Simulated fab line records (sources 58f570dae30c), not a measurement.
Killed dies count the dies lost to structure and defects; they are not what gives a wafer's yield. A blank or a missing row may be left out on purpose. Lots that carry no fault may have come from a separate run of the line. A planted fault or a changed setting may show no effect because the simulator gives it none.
fab line records    flow berkeley_cmos170    part 1 of 2: steps 1 to 32 of 43
[record] lots = 5  wafers = 15  last_day = 11
route steps=331 shown GATE@128 PLDD@145 NLDD@158
lots untouched by any fault: they come from a run of this same line in which no faults occurred
start_h: the number of hours between the record's first day and the start of the first shown wafer of the lot    wait_h: how many hours have passed since the lot's step before this one    " unchanged from the row above    L1.1+2: one row covering several wafers at once    - no value, or no start was given    * or withheld: withheld    < > ~ a bound
route shown NAME@n: names a module that has steps shown in the file, with the first one's number in the route    usual: mean/standard deviation of fault-free wafers    same: alike in all rows    chamber/n: place in a boat    sites: the reading at each site    _std_site: standard deviation of those values    _edge_site: outer sites' mean less inner sites'    radius_mm: how far each site lies from the wafer's centre    mask NAME#n: copy n    behind: tool/chamber where the wafer was last shaped    hold: why the lot went on hold/how many hours it stayed there/how the hold came to an end    device: transistor that didn't switch, given as n, p or np    end of line: tests run on the same wafers once the route is complete    a step given without rows: its recipe and nothing more    killed: dies lost to structure and defects at the first sort, not the wafer's yield    map: per-die view of a wafer (x killed, . not killed, _ where there is no die)
set.NAME: the setting as run; set.NAME@STEP: as run at that earlier step    model.NAME: the simulator's own value behind a step, which no gauge read
certain route steps with their lots: each step a table, each wafer a row
services: from which hour (start_h, from the record's first day; less than 0 if before it) a tool's chamber was out of use, for how many hours, and why
[[steps]]
[step UCB170_GATE_THK_MEAS_02]
[recipe] reads = SiO2_of_GATE_OXIDATION_01
[usual] GATE_OXIDE_THK = 6.63/0.12
lot.wafer  tool           chamber  start_h  wait_h  GATE_OXIDE_THK[nm]
L075.4     film_metro-04  -        121.06   0.0     6.68
L075.5     "              -        "        "       6.63
L075.6     "              -        "        "       6.70
L081.1     film_metro-01  -        146.33   0.0     6.66
L081.2     "              -        "        "       6.64
L081.6     "              -        "        "       6.51
L082.2     film_metro-04  -        152.61   0.0     6.43
L082.5     "              -        "        "       6.38
L082.6     "              -        "        "       6.45
L088.2     film_metro-01  -        182.75   0.0     6.62
L088.4     "              -        "        "       6.44
L088.5     "              -        "        "       6.61
L096.1     film_metro-04  -        215.30   0.1     6.53
L096.3     "              -        "        "       6.50
L096.4     "              -        "        "       6.65
[step UCB170_GATE_ANNEAL_03]
[recipe] temp_c = 900  time_s = 1800  ambient = N2
lot.wafer   tool        chamber  start_h  wait_h
L075.4+5+6  furnace-01  0        124.03   3.0
L081.1+2+6  furnace-04  0        149.60   3.3
L082.2+5+6  furnace-01  0        154.32   1.7
L088.2+4+5  furnace-01  0        186.84   4.1
L096.1+3+4  furnace-04  0        217.68   2.4
[step UCB170_GATE_CVD_04]
[recipe] material = poly-Si  temp_c = 610  precursor = SiH4  time_s = 1440  pressure_mtorr = 375  target_thk_nm = 214  sih4_flow_sccm = 120
[usual] pressure_mtorr = 375.2/0.63
lot.wafer  tool      chamber  start_h  wait_h  pressure_mtorr
L075.4     lpcvd-01  0        128.01   2.5     374.8
L075.5     "         0        "        "       375.2
L075.6     "         0        "        "       374.9
L081.1     lpcvd-01  1        151.10   0.0     375.8
L081.2     "         1        "        "       375.9
L081.6     "         1        "        "       375.4
L082.2     lpcvd-02  0        155.82   0.0     375.0
L082.5     "         0        "        "       375.4
L082.6     "         0        "        "       375.6
L088.2     lpcvd-02  0        188.34   0.0     376.1
L088.4     "         0        "        "       374.8
L088.5     "         0        "        "       374.9
L096.1     lpcvd-02  1        219.18   0.0     375.4
L096.3     "         1        "        "       375.4
L096.4     "         1        "        "       376.0
[step UCB170_GATE_THK_MEAS_05]
[recipe] reads = poly-Si_of_GATE_CVD_04
[usual] GATE_POLY_THK = 214.3/1.9
lot.wafer  tool           chamber  start_h  wait_h  GATE_POLY_THK[nm]
L075.4     film_metro-01  -        129.44   0.0     213.5
L075.5     "              -        "        "       214.1
L075.6     "              -        "        "       213.9
L081.1     film_metro-01  -        152.50   0.0     214.5
L081.2     "              -        "        "       213.8
L081.6     "              -        "        "       213.3
L082.2     film_metro-04  -        157.23   0.0     216.2
L082.5     "              -        "        "       215.1
L082.6     "              -        "        "       214.8
L088.2     film_metro-04  -        189.75   0.0     212.5
L088.4     "              -        "        "       212.9
L088.5     "              -        "        "       213.2
L096.1     film_metro-01  -        220.73   0.2     216.4
L096.3     "              -        "        "       214.9
L096.4     "              -        "        "       216.0
[step UCB170_GATE_COAT_06]
[recipe] resist = BARC  temp_c = withheld  time_s = withheld  spin_rpm = 3000  resist_thk_nm = withheld
lot.wafer   tool            chamber  start_h  wait_h
L075.4+5+6  litho_track-03  0        130.23   0.8
L081.1+2+6  litho_track-03  0        153.33   0.8
L082.2+5+6  litho_track-01  0        157.30   0.1
L088.2+4+5  litho_track-03  0        190.14   0.4
L096.1+3+4  litho_track-04  0        221.20   0.5
[step UCB170_GATE_COAT_07]
[recipe] resist = KrF  spin_rpm = 1500  resist_thk_nm = 900
lot.wafer   tool            chamber  start_h  wait_h
L075.4+5+6  litho_track-03  0        -        -
L081.1+2+6  litho_track-03  0        -        -
L082.2+5+6  litho_track-01  0        -        -
L088.2+4+5  litho_track-03  0        -        -
L096.1+3+4  litho_track-04  0        -        -
[step UCB170_GATE_SOFTBAKE_08]
[recipe] resist = KrF  temp_c = 130  time_s = 60
lot.wafer   tool            chamber  start_h  wait_h
L075.4+5+6  litho_track-03  0        -        -
L081.1+2+6  litho_track-03  0        -        -
L082.2+5+6  litho_track-01  0        -        -
L088.2+4+5  litho_track-03  0        -        -
L096.1+3+4  litho_track-04  0        -        -
[step UCB170_GATE_EXPOSE_09]
[recipe] mask_id = POLY  target_cd_nm = 350  na = 0.5  sigma_outer = 0.6  source_shape = conventional  dose_mj = 21
lot.wafer   tool            chamber  start_h  wait_h  mask
L075.4+5+6  krf_scanner-01  0        130.79   -       POLY#0
L081.1+2+6  krf_scanner-01  0        154.00   -       POLY#0
L082.2+5+6  krf_scanner-01  0        157.75   -       POLY#0
L088.2+4+5  krf_scanner-02  0        190.73   -       POLY#0
L096.1+3+4  krf_scanner-02  0        221.91   -       POLY#0
[step UCB170_GATE_PEB_10]
[recipe] peb_temp_c = 130.4  peb_time_s = withheld  resist = KrF
lot.wafer   tool            chamber  start_h  wait_h
L075.4+5+6  litho_track-01  0        130.95   0.1
L081.1+2+6  litho_track-04  0        154.89   0.9
L082.2+5+6  litho_track-03  0        157.87   0.1
L088.2+4+5  litho_track-03  0        191.32   0.6
L096.1+3+4  litho_track-04  0        222.10   0.2
[step UCB170_GATE_DEVELOP_11]
[recipe] developer = TMAH  develop_time_s = 45  resist = KrF  dev_temp_c = 21
[usual] developer_temp_C = 20.99/0.1
lot.wafer  tool            chamber  start_h  wait_h  developer_temp_C
L075.4     litho_track-01  0        -        -       20.85
L075.5     "               0        "        "       21.01
L075.6     "               0        "        "       21.14
L081.1     litho_track-04  0        -        -       20.97
L081.2     "               0        "        "       21.04
L081.6     "               0        "        "       21.03
L082.2     litho_track-03  0        -        -       20.83
L082.5     "               0        "        "       20.99
L082.6     "               0        "        "       20.90
L088.2     litho_track-03  0        -        -       20.97
L088.4     "               0        "        "       20.90
L088.5     "               0        "        "       21.15
L096.1     litho_track-04  0        -        -       21.00
L096.3     "               0        "        "       20.93
L096.4     "               0        "        "       20.91
[step UCB170_GATE_CD_MEAS_12]
[recipe] target_cd_nm = 350
[usual] cd_nm = 350.0/1.3
lot.wafer  tool       chamber  start_h  wait_h  cd_nm
L075.4     cd_sem-02  -        131.21   -       350.7
L075.5     "          -        "        "       349.9
L075.6     "          -        "        "       350.3
L081.1     cd_sem-01  -        155.17   -       348.9
L081.2     "          -        "        "       348.1
L081.6     "          -        "        "       348.7
L082.2     cd_sem-02  -        158.14   -       349.8
L082.5     "          -        "        "       349.9
L082.6     "          -        "        "       349.8
L088.2     cd_sem-01  -        191.59   -       349.9
L088.4     "          -        "        "       349.5
L088.5     "          -        "        "       349.8
L096.1     cd_sem-02  -        222.39   -       350.4
L096.3     "          -        "        "       352.1
L096.4     "          -        "        "       351.1
[step UCB170_GATE_OVL_MEAS_13]
[usual] GATE_OVL = -3/5.4
lot.wafer  tool        chamber  start_h  wait_h  GATE_OVL[nm]
L075.4     overlay-02  -        131.29   0.1     1
L075.5     "           -        "        "       -3
L075.6     "           -        "        "       -4
L081.1     overlay-02  -        155.29   0.1     8
L081.2     "           -        "        "       13
L081.6     "           -        "        "       11
L082.2     overlay-01  -        158.25   0.1     1
L082.5     "           -        "        "       -8
L082.6     "           -        "        "       3
L088.2     overlay-02  -        191.69   0.1     0
L088.4     "           -        "        "       -4
L088.5     "           -        "        "       4
L096.1     overlay-02  -        222.51   0.1     -2
L096.3     "           -        "        "       -2
L096.4     "           -        "        "       -6
[step UCB170_GATE_ETCH_14]
[recipe] chemistry = N2/H2  target_depth_a = withheld  overetch_a = withheld  target = BARC  time_s = withheld  source_w = 500  bias_w = 100  pressure_mtorr = 30  n2_flow_sccm = 100  h2_flow_sccm = 200
[usual] drypump_motor_current_A = 5.8/0.43  oes_product_au = 1.006/0.027  throttle_valve_pct = 13.28/0.19
lot.wafer  tool         chamber  start_h  wait_h  drypump_motor_current_A  oes_product_au  throttle_valve_pct
L075.4     rie_diel-04  2        131.30   0.0     6.3                      1.004           13.26
L075.5     "            3        "        "       6.0                      0.979           13.11
L075.6     "            2        "        "       6.3                      0.999           13.28
L081.1     rie_diel-02  3        155.32   0.0     6.0                      0.982           13.29
L081.2     "            0        "        "       5.6                      0.972           13.40
L081.6     "            1        "        "       6.4                      0.999           13.45
L082.2     rie_diel-02  2        158.28   0.0     5.3                      0.982           13.46
L082.5     "            0        "        "       5.6                      0.976           13.42
L082.6     "            3        "        "       6.0                      0.989           13.30
L088.2     rie_diel-03  1        191.72   0.0     5.3                      1.032           12.97
L088.4     "            0        "        "       5.0                      1.030           13.37
L088.5     "            1        "        "       5.3                      1.036           12.97
L096.1     rie_diel-02  3        222.54   0.0     6.1                      0.995           13.31
L096.3     "            2        "        "       5.3                      0.995           13.47
L096.4     "            0        "        "       5.5                      0.990           13.41
[step UCB170_GATE_ETCH_15]
[recipe] chemistry = HBr/Cl2  target = poly-Si  stop_on = SiO2  over_etch_frac = 0.3  icp_w = 300  bias_w = 150  time_s = 56.3  pressure_mtorr = 15  HBr_flow_sccm = 150  Cl2_flow_sccm = 50  target_depth_a = 2782
[usual] drypump_motor_current_A = 5.9/0.34  mfc_cl2_sccm = 49.99/0.14  oes_product_au = 0.833/0.017  throttle_valve_pct = 26.47/0.15
lot.wafer  tool       chamber  start_h  wait_h  drypump_motor_current_A  mfc_cl2_sccm  oes_product_au  rf_hours_counter_h  throttle_valve_pct
L075.4     rie_si-01  1        131.35   -       5.7                      49.88         0.806           55                  26.31
L075.5     "          3        "        "       6.5                      49.94         0.837           -                   26.69
L075.6     "          0        "        "       5.1                      49.96         0.807           -                   26.24
L081.1     rie_si-02  0        155.37   -       5.9                      49.98         0.809           100                 26.65
L081.2     "          2        "        "       6.0                      49.98         0.849           29                  26.38
L081.6     "          0        "        "       5.9                      49.99         0.809           -                   26.66
L082.2     rie_si-01  1        158.32   -       5.7                      49.80         0.818           55                  26.29
L082.5     "          3        "        "       6.5                      49.99         0.831           -                   26.68
L082.6     "          1        "        "       5.7                      50.00         0.817           -                   26.29
L088.2     rie_si-01  1        191.77   -       5.7                      50.14         0.811           55                  26.30
L088.4     "          3        "        "       6.5                      50.23         0.835           90                  26.68
L088.5     "          3        "        "       6.5                      49.96         0.828           -                   26.67
L096.1     rie_si-02  2        222.58   -       5.9                      50.06         0.840           30                  26.37
L096.3     "          3        "        "       6.2                      49.98         0.837           2                   26.31
L096.4     "          0        "        "       5.9                      49.91         0.819           100                 26.66
[step UCB170_GATE_STRIP_16]
[recipe] chemistry = O2  power_w = 400  pressure_mtorr = 3500  platen_temp_c = withheld  o2_flow_sccm = 400  overash_fraction = 0.5
[usual] drypump_motor_current_A = 5.6/0.32  oes_product_au = 0.724/0.0046
lot.wafer  tool             chamber  start_h  wait_h  drypump_motor_current_A  oes_product_au  rf_hours_counter_h
L075.4     plasma_asher-02  1        131.43   0.1     5.4                      0.731           -
L075.5     "                1        "        "       5.4                      0.723           -
L075.6     "                0        "        "       5.7                      0.732           -
L081.1     plasma_asher-02  0        155.41   0.0     5.7                      0.729           45
L081.2     "                1        "        "       5.4                      0.723           45
L081.6     "                0        "        "       5.7                      0.717           -
L082.2     plasma_asher-01  0        158.37   0.0     5.3                      0.722           5
L082.5     "                0        "        "       5.3                      0.727           -
L082.6     "                1        "        "       5.2                      0.720           -
L088.2     plasma_asher-02  1        191.81   0.0     5.4                      0.724           49
L088.4     "                0        "        "       5.7                      0.730           -
L088.5     "                0        "        "       5.7                      0.721           -
L096.1     plasma_asher-01  1        222.63   0.0     5.1                      0.725           11
L096.3     "                1        "        "       5.2                      0.723           -
L096.4     "                0        "        "       5.3                      0.728           -
[step UCB170_GATE_CD_MEAS_90]
[recipe] target_cd_nm = 350
[usual] cd_nm = 349.7/1.5
lot.wafer  tool       chamber  start_h  wait_h  cd_nm
L075.4     cd_sem-02  -        131.55   0.1     349.7
L075.5     "          -        "        "       350.6
L075.6     "          -        "        "       349.1
L081.1     cd_sem-01  -        155.51   0.1     349.5
L081.2     "          -        "        "       346.8
L081.6     "          -        "        "       348.2
L082.2     cd_sem-01  -        158.49   0.1     348.6
L082.5     "          -        "        "       348.9
L082.6     "          -        "        "       350.0
L088.2     cd_sem-02  -        191.93   0.1     350.0
L088.4     "          -        "        "       349.3
L088.5     "          -        "        "       349.8
L096.1     cd_sem-02  -        222.77   0.1     351.5
L096.3     "          -        "        "       350.8
L096.4     "          -        "        "       350.4
[step UCB170_GATE_CLEAN_17]
[recipe] chemistry = SPM  temp_c = 120  time_s = 600
lot.wafer   tool          chamber  start_h  wait_h
L075.4+5+6  wet_bench-03  0        131.77   0.2
L081.1+2+6  wet_bench-04  2        155.75   0.2
L082.2+5+6  wet_bench-04  0        158.59   0.1
L088.2+4+5  wet_bench-04  0        192.14   0.2
L096.1+3+4  wet_bench-03  1        222.89   0.1
[step UCB170_PLDD_HMDS_00]
[recipe] prime_time_s = 60  prime_temp_c = 100
lot.wafer   tool            chamber  start_h  wait_h
L075.4+5+6  litho_track-04  0        132.04   0.1
L081.1+2+6  litho_track-03  0        155.94   0.0
L082.2+5+6  litho_track-04  0        158.80   0.0
L088.2+4+5  litho_track-04  0        192.57   0.3
L096.1+3+4  litho_track-04  0        223.55   0.5
[step UCB170_PLDD_COAT_01]
[recipe] resist = KrF  spin_rpm = 1500  resist_thk_nm = 900
lot.wafer   tool            chamber  start_h  wait_h
L075.4+5+6  litho_track-04  0        132.19   0.1
L081.1+2+6  litho_track-03  0        156.09   0.1
L082.2+5+6  litho_track-04  0        158.95   0.1
L088.2+4+5  litho_track-04  0        192.72   0.1
L096.1+3+4  litho_track-04  0        223.70   0.1
[step UCB170_PLDD_SOFTBAKE_02]
[recipe] resist = KrF  temp_c = 130  time_s = 60
lot.wafer   tool            chamber  start_h  wait_h
L075.4+5+6  litho_track-04  0        132.34   0.1
L081.1+2+6  litho_track-03  0        156.24   0.1
L082.2+5+6  litho_track-04  0        159.10   0.1
L088.2+4+5  litho_track-04  0        192.87   0.1
L096.1+3+4  litho_track-04  0        223.85   0.1
[step UCB170_PLDD_EXPOSE_03]
[recipe] mask_id = PSELECT  na = 0.5  sigma_outer = 0.6  source_shape = conventional  target_cd_nm = 1200  dose_mj = 30
lot.wafer   tool            chamber  start_h  wait_h  mask
L075.4+5+6  krf_scanner-02  0        132.47   0.1     PSELECT#0
L081.1+2+6  krf_scanner-02  0        156.63   0.4     PSELECT#0
L082.2+5+6  krf_scanner-02  0        159.25   0.1     PSELECT#0
L088.2+4+5  krf_scanner-02  0        193.14   0.2     PSELECT#0
L096.1+3+4  krf_scanner-02  0        224.12   0.2     PSELECT#0
[step UCB170_PLDD_PEB_04]
[recipe] peb_temp_c = 130  peb_time_s = withheld  resist = KrF
lot.wafer   tool            chamber  start_h  wait_h
L075.4+5+6  litho_track-03  0        132.60   0.1
L081.1+2+6  litho_track-03  0        156.88   0.2
L082.2+5+6  litho_track-03  0        159.50   0.2
L088.2+4+5  litho_track-03  0        193.61   0.5
L096.1+3+4  litho_track-04  0        224.55   0.4
[step UCB170_PLDD_DEVELOP_05]
[recipe] developer = TMAH  develop_time_s = 45  resist = KrF  dev_temp_c = 21
[usual] developer_temp_C = 20.97/0.1
lot.wafer  tool            chamber  start_h  wait_h  developer_temp_C
L075.4     litho_track-03  0        -        -       21.00
L075.5     "               0        "        "       21.01
L075.6     "               0        "        "       20.92
L081.1     litho_track-03  0        -        -       20.90
L081.2     "               0        "        "       20.97
L081.6     "               0        "        "       20.99
L082.2     litho_track-03  0        -        -       20.87
L082.5     "               0        "        "       20.89
L082.6     "               0        "        "       20.97
L088.2     litho_track-03  0        -        -       21.02
L088.4     "               0        "        "       20.95
L088.5     "               0        "        "       20.97
L096.1     litho_track-04  0        -        -       21.01
L096.3     "               0        "        "       20.95
L096.4     "               0        "        "       21.09
[step UCB170_PLDD_CD_MEAS_06]
[recipe] target_cd_nm = 1200
[usual] cd_nm = 1199.9/1.5
lot.wafer  tool       chamber  start_h  wait_h  cd_nm
L075.4     cd_sem-02  -        132.86   -       1199.4
L075.5     "          -        "        "       1200.7
L075.6     "          -        "        "       1201.6
L081.1     cd_sem-02  -        157.21   -       1201.3
L081.2     "          -        "        "       1199.0
L081.6     "          -        "        "       1201.1
L082.2     cd_sem-02  -        159.77   -       1196.7
L082.5     "          -        "        "       1198.8
L082.6     "          -        "        "       1198.5
L088.2     cd_sem-02  -        193.88   -       1200.2
L088.4     "          -        "        "       1200.3
L088.5     "          -        "        "       1201.1
L096.1     cd_sem-01  -        224.82   -       1203.2
L096.3     "          -        "        "       1203.3
L096.4     "          -        "        "       1200.9
[step UCB170_PLDD_OVL_MEAS_07]
[usual] PLDD_OVL = -1/5.6
lot.wafer  tool        chamber  start_h  wait_h  PLDD_OVL[nm]
L075.4     overlay-01  -        132.94   0.1     -7
L075.5     "           -        "        "       -4
L075.6     "           -        "        "       -5
L081.1     overlay-01  -        157.33   0.1     1
L081.2     "           -        "        "       2
L081.6     "           -        "        "       5
L082.2     overlay-02  -        159.87   0.1     10
L082.5     "           -        "        "       7
L082.6     "           -        "        "       10
L088.2     overlay-01  -        193.99   0.1     -12
L088.4     "           -        "        "       -12
L088.5     "           -        "        "       -11
L096.1     overlay-02  -        224.94   0.1     -1
L096.3     "           -        "        "       -1
L096.4     "           -        "        "       -4
[step UCB170_PLDD_IMPLANT_08]
[recipe] species = BF2  dose_cm2 = 5e+13  energy_kev = 10  tilt_deg = 7  rotation_deg = 0
[usual] beam_energy_keV = 10.000/0.0031
lot.wafer  tool          chamber  start_h  wait_h  beam_energy_keV
L075.4     implanter-02  0        133.03   0.1     9.998
L075.5     "             0        "        "       10.000
L075.6     "             0        "        "       9.995
L081.1     implanter-02  0        157.37   0.0     10.002
L081.2     "             0        "        "       10.001
L081.6     "             0        "        "       9.998
L082.2     implanter-01  0        159.93   0.0     10.004
L082.5     "             0        "        "       10.001
L082.6     "             0        "        "       10.001
L088.2     implanter-04  0        194.04   0.0     10.000
L088.4     "             0        "        "       9.999
L088.5     "             0        "        "       9.998
L096.1     implanter-02  0        224.98   0.0     10.001
L096.3     "             0        "        "       9.997
L096.4     "             0        "        "       10.000
[step UCB170_PLDD_IMPLANT_09]
[recipe] species = BF2  dose_cm2 = 5e+13  energy_kev = 10  tilt_deg = 7  rotation_deg = 180
[usual] beam_energy_keV = 10.001/0.0028
lot.wafer  tool          chamber  start_h  wait_h  beam_energy_keV
L075.4     implanter-02  0        133.18   0.1     9.9998
L075.5     "             0        "        "       9.9992
L075.6     "             0        "        "       9.9996
L081.1     implanter-02  0        157.52   0.1     10.002
L081.2     "             0        "        "       10.002
L081.6     "             0        "        "       10.001
L082.2     implanter-01  0        160.08   0.1     10.004
L082.5     "             0        "        "       10.001
L082.6     "             0        "        "       9.9971
L088.2     implanter-04  0        194.19   0.1     10.001
L088.4     "             0        "        "       9.9948
L088.5     "             0        "        "       9.9984
L096.1     implanter-02  0        225.13   0.1     10.006
L096.3     "             0        "        "       10.001
L096.4     "             0        "        "       10.001
[step UCB170_PLDD_STRIP_10]
[recipe] chemistry = O2  power_w = 400  pressure_mtorr = 3500  platen_temp_c = withheld  o2_flow_sccm = 400  overash_fraction = 0.5
[usual] drypump_motor_current_A = 5.6/0.47  oes_product_au = 0.734/0.0047  strip_time_to_endpoint_s = 21.63/0.058
lot.wafer  tool             chamber  start_h  wait_h  drypump_motor_current_A  oes_product_au  rf_hours_counter_h  strip_time_to_endpoint_s
L075.4     plasma_asher-03  1        133.29   0.1     5.0                      0.738           -                   21.57
L075.5     "                1        "        "       5.1                      0.731           -                   21.68
L075.6     "                0        "        "       6.3                      0.723           -                   21.63
L081.1     plasma_asher-01  1        157.67   0.1     5.2                      0.732           4                   21.72
L081.2     "                0        "        "       5.3                      0.726           4                   21.70
L081.6     "                1        "        "       5.2                      0.734           -                   21.69
L082.2     plasma_asher-03  0        160.20   0.1     6.3                      0.739           40                  21.63
L082.5     "                1        "        "       5.1                      0.728           -                   21.63
L082.6     "                0        "        "       6.3                      0.733           -                   21.65
L088.2     plasma_asher-04  1        194.32   0.1     6.1                      0.729           50                  21.58
L088.4     "                1        "        "       6.1                      0.729           -                   21.63
L088.5     "                0        "        "       5.8                      0.730           -                   21.55
L096.1     plasma_asher-03  0        225.28   0.1     6.3                      0.730           47                  21.57
L096.3     "                1        "        "       5.1                      0.728           -                   21.59
L096.4     "                0        "        "       6.3                      0.739           -                   21.60
[step UCB170_PLDD_TW_MEAS_11]
[usual] PLDD_TW = 1008/9.7
lot.wafer  tool           chamber  start_h  wait_h  PLDD_TW
L075.4     film_metro-03  -        133.39   0.1     1018
L075.5     "              -        "        "       1013
L075.6     "              -        "        "       1014
L081.1     film_metro-01  -        157.77   0.1     1010
L081.2     "              -        "        "       1014
L081.6     "              -        "        "       1010
L082.2     film_metro-03  -        160.31   0.1     1011
L082.5     "              -        "        "       1014
L082.6     "              -        "        "       1015
L088.2     film_metro-02  -        194.43   0.1     1001
L088.4     "              -        "        "       996
L088.5     "              -        "        "       998
L096.1     film_metro-02  -        225.38   0.1     991
L096.3     "              -        "        "       992
L096.4     "              -        "        "       992
[step UCB170_PLDD_CLEAN_12]
[recipe] chemistry = SPM  temp_c = 120  time_s = 600
lot.wafer   tool          chamber  start_h  wait_h
L075.4+5+6  wet_bench-01  2        133.79   0.4
L081.1+2+6  wet_bench-04  3        157.83   0.1
L082.2+5+6  wet_bench-04  3        160.36   0.0
L088.2+4+5  wet_bench-01  3        194.48   0.0
L096.1+3+4  wet_bench-02  1        225.44   0.1
[step UCB170_NLDD_HMDS_00]
[recipe] prime_time_s = 60  prime_temp_c = 100
lot.wafer   tool            chamber  start_h  wait_h
L075.4+5+6  litho_track-01  0        134.06   0.1
L081.1+2+6  litho_track-01  0        158.06   0.0
L082.2+5+6  litho_track-02  0        160.58   0.0
L088.2+4+5  litho_track-01  0        194.68   0.0
L096.1+3+4  litho_track-02  0        225.72   0.1
[step UCB170_NLDD_COAT_01]
[recipe] resist = KrF  spin_rpm = 1500  resist_thk_nm = 900
lot.wafer   tool            chamber  start_h  wait_h
L075.4+5+6  litho_track-01  0        134.21   0.1
L081.1+2+6  litho_track-01  0        158.21   0.1
L082.2+5+6  litho_track-02  0        160.73   0.1
L088.2+4+5  litho_track-01  0        194.83   0.1
L096.1+3+4  litho_track-02  0        225.87   0.1
